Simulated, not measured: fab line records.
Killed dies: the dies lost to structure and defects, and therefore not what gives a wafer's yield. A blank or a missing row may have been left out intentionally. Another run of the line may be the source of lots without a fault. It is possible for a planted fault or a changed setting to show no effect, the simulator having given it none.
What tool caused it? ; flow rit-cmos ; 7 lots, 21 wafers sampled, at 2 steps of a route of 202

== WHAT THE GAUGES READ, wafer by wafer ==
RIT_ACTIVE_THK_MEAS_02.
lot;measured;on;ACTIVE_OXIDE_THK (nm)
L986;day 1 22:04;film-metro-03;46.2 45.5 46.0
L991;day 2 23:03;film-metro-01;36.9 36.4 36.7 36.9 36.4 36.6
L997;day 4 05:03;film-metro-03;46.8 45.9 46.8
L100;day 4 20:56;film-metro-04;45.8 47.1 46.9
L102;day 5 08:53;film-metro-04;47.4 47.0 48.7
L104;day 5 16:04;film-metro-03;45.0 45.4 45.1
L107;day 6 07:23;film-metro-03;46.3 46.0 45.2

== EACH LOT AND THE TOOL THAT RAN IT (in order: tool; ch and the chambers of the sampled wafers; start) ==
lot;RIT_ACTIVE_OXIDATION_01
L986;furnace-03 ch 0, day 1 20:07
L991;furnace-02 ch 0, day 2 21:07
L997;furnace-01 ch 0, day 4 03:07
L100;furnace-01 ch 0, day 4 19:00
L102;furnace-03 ch 0, day 5 06:56
L104;furnace-01 ch 0, day 5 14:07
L107;furnace-03 ch 0, day 6 05:27
- RIT_ACTIVE_OXIDATION_01: target thk 46.8 nm, ox time 3360 s.

== THE ANSWER, worked out from the rows above alone ==
Rule: what is usual is taken from the lots themselves. The widest of any qualifying gaps counts: lots, ordered by their means at a reading, are off when they make up no more than a third of the lots, leave a main group of 4 or more, and stand apart from it by 3 or more times the standard deviation of that group's means. The tables above print the reading to a certain number of digits; a main group whose means all agree to those digits is not used. Also off: a lot with no number at a reading for which 4 or more lots have one. Where the step has rows for the other lots, those lots are counted as sound.
Off: L991, seen at RIT_ACTIVE_THK_MEAS_02 (ACTIVE_OXIDE_THK). The main group: mean 46.3 nm, standard deviation 0.79.
A tool fits if, at a process step before that reading, it ran every lot that is off, and no sound lot after the first of them. Gauges at RIT_ACTIVE_THK_MEAS_02: tried the same way as those tools. This does not decide it: 2 tools fit, namely furnace-02 at RIT_ACTIVE_OXIDATION_01 and film-metro-01 at RIT_ACTIVE_THK_MEAS_02.

== WHAT THE SIMULATOR HAD INSERTED ==
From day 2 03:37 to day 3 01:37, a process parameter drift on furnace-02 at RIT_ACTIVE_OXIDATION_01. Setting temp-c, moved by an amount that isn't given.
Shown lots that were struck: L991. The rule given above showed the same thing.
